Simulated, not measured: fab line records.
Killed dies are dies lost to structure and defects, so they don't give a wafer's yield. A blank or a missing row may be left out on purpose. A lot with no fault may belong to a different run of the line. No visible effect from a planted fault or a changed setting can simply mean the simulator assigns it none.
Struck lot and sound lot, side by side	flow rit_cmos	43 steps out of a route of 202
Sound: these wafers, L684.2, L684.5, L684.6. Struck: wafers L689.1, L689.4, L689.5. At the end, the cause is stated.
For every step that has rows: the tool of each side, followed by ch and its chambers, followed by its first start. Under that, the readings that differ: sound wafers	struck wafers	difference of the means	sigmas: that difference in standard deviations of wafers without a fault.
alike: readings whose means differ by less than 2 such deviations, and words and numbers that are the same on both sides. not compared: withheld readings, readings that some wafer has no value for, bounds like >300 that may hide the same value, and numbers for which the record gives no deviation and whose values overlap.
Wherever a step has rows on one side only, a row that says differs or no value, or a row with sigmas, the two part there. Numbers that don't overlap but have no deviation are shown without sigmas and don't part them. Lack of a reading on every wafer of one side parts them only where that side has two or more wafers.

first, 4 steps without rows for these wafers: RIT_PLDD_SOFTBAKE_02 (time 60 s); RIT_PLDD_EXPOSE_03 (exposes mask M8, target cd 40900 nm); RIT_PLDD_PEB_04; RIT_PLDD_DEVELOP_05 (develop time 50 s).
RIT_PLDD_OVL_MEAS_06:
  sound on overlay-02 at day 4 22:16; struck on overlay-01 at day 5 22:11
  alike: PLDD_OVL
then, 2 steps without rows for these wafers: RIT_PLDD_HARDBAKE_07 (time 60 s); RIT_PLDD_IMPLANT_08.
RIT_PLDD_STRIP_09: strips in O2, time 180 s.
  sound on plasma_asher-01 ch 0,1, day 4 22:36; struck on plasma_asher-02 ch 0,1, day 5 22:31
  alike: drypump_motor_current_A
  not compared: rf_hours_counter_h
RIT_PLDD_TW_MEAS_10:
  sound on film_metro-04 at day 4 22:47; struck on film_metro-02 at day 5 22:41
  alike: PLDD_TW
then, 3 steps without rows for these wafers: RIT_SPACER_CLEAN_00 (cleans in SC1, time 600 s); RIT_SPACER_CLEAN_01 (cleans in dHF, time 30 s); RIT_SPACER_CLEAN_02 (cleans in SC2, time 600 s).
RIT_SPACER_CVD_03: deposits Si3N4 from SiH2Cl2/NH3, target thk 250 nm, time 3300 s.
  sound on lpcvd-01 ch 1, day 4 23:53; struck on lpcvd-01 ch 1, day 5 23:11
  alike: nh3_flow_sccm
RIT_SPACER_THK_MEAS_04:
  sound on film_metro-02 at day 5 01:49; struck on film_metro-03 at day 6 01:06
reading	sound	struck	difference	sigmas
SPACER_NITRIDE_THK (nm)	249.3 248.4 248.4	252.4 254.2 254.2	+4.9	+2
RIT_SPACER_ETCHBACK_05: etches Si3N4 in SF6/CHF3, stops on SiO2, target depth 250 nm, time 240 s.
  sound on rie_diel-04 ch 0,1,2, day 5 01:52; struck on rie_diel-03 ch 0,3, day 6 01:10
  alike: drypump_motor_current_A, oes_product_au, throttle_valve_pct
  not compared: rf_hours_counter_h
then, 6 steps without rows for these wafers: RIT_NSD_HMDS_00 (prime time 60 s); RIT_NSD_COAT_01 (resist thk 1000 nm); RIT_NSD_SOFTBAKE_02 (time 60 s); RIT_NSD_EXPOSE_03 (exposes mask M9, target cd 40700 nm); RIT_NSD_PEB_04; RIT_NSD_DEVELOP_05 (develop time 50 s).
RIT_NSD_OVL_MEAS_06:
  sound on overlay-01 at day 5 02:52; struck on overlay-02 at day 6 02:10
  alike: NSD_OVL
then, 2 steps without rows for these wafers: RIT_NSD_HARDBAKE_07 (time 60 s); RIT_NSD_IMPLANT_08.
RIT_NSD_STRIP_09: strips in O2, time 180 s.
  sound on plasma_asher-01 ch 0,1, day 5 03:12; struck on plasma_asher-01 ch 0,1, day 6 02:30
  alike: drypump_motor_current_A
  not compared: rf_hours_counter_h
RIT_NSD_TW_MEAS_10:
  sound on film_metro-04 at day 5 03:23; struck on film_metro-04 at day 6 02:40
  alike: NSD_TW
then, 6 steps without rows for these wafers: RIT_PSD_HMDS_00 (prime time 60 s); RIT_PSD_COAT_01 (resist thk 1000 nm); RIT_PSD_SOFTBAKE_02 (time 60 s); RIT_PSD_EXPOSE_03 (exposes mask M10, target cd 40900 nm); RIT_PSD_PEB_04; RIT_PSD_DEVELOP_05 (develop time 50 s).
RIT_PSD_OVL_MEAS_06:
  sound on overlay-02 at day 5 04:17; struck on overlay-02 at day 6 03:44
  alike: PSD_OVL
then, 2 steps without rows for these wafers: RIT_PSD_HARDBAKE_07 (time 60 s); RIT_PSD_IMPLANT_08.
RIT_PSD_STRIP_09: strips in O2, time 180 s.
  sound on plasma_asher-01 ch 0,1, day 5 04:37; struck on plasma_asher-01 ch 0,1, day 6 04:05
  alike: drypump_motor_current_A
  not compared: rf_hours_counter_h
RIT_PSD_TW_MEAS_10:
  sound on film_metro-01 at day 5 04:49; struck on film_metro-02 at day 6 04:15
  alike: PSD_TW
then, 3 steps without rows for these wafers: RIT_SDANNEAL_CLEAN_00 (cleans in SC1, time 600 s); RIT_SDANNEAL_CLEAN_01 (cleans in dHF, time 30 s); RIT_SDANNEAL_CLEAN_02 (cleans in SC2, time 600 s).
RIT_SDANNEAL_RTA_03: time 5 s.
  sound on rtp_anneal-01 ch 0, day 5 05:14; struck on rtp_anneal-02 ch 0, day 6 04:41
  alike: wafer_temp_C_max
RIT_SDANNEAL_RS_MEAS_04: the measuring method here is four-point-probe.
  sound on film_metro-02 at day 5 05:18; struck on film_metro-02 at day 6 04:44
  alike: PSD_RS
RIT_M1_PROBE_99:
  sound on prober-01 at day 6 08:15; struck on prober-01 at day 6 12:06
reading	sound	struck	difference	sigmas
killed_at_front_end	7 7 6	19 13 22	+11	+4
killed_dies	7 7 6	19 13 22	+11	+4
killed_on_rim	2 4 2	9 7 9	+6	+5
  alike: killed_open, killed_short

## WHERE THEY PART
First at RIT_SPACER_THK_MEAS_04; last, within this record, at RIT_M1_PROBE_99.

WHY: the cause the simulator had injected
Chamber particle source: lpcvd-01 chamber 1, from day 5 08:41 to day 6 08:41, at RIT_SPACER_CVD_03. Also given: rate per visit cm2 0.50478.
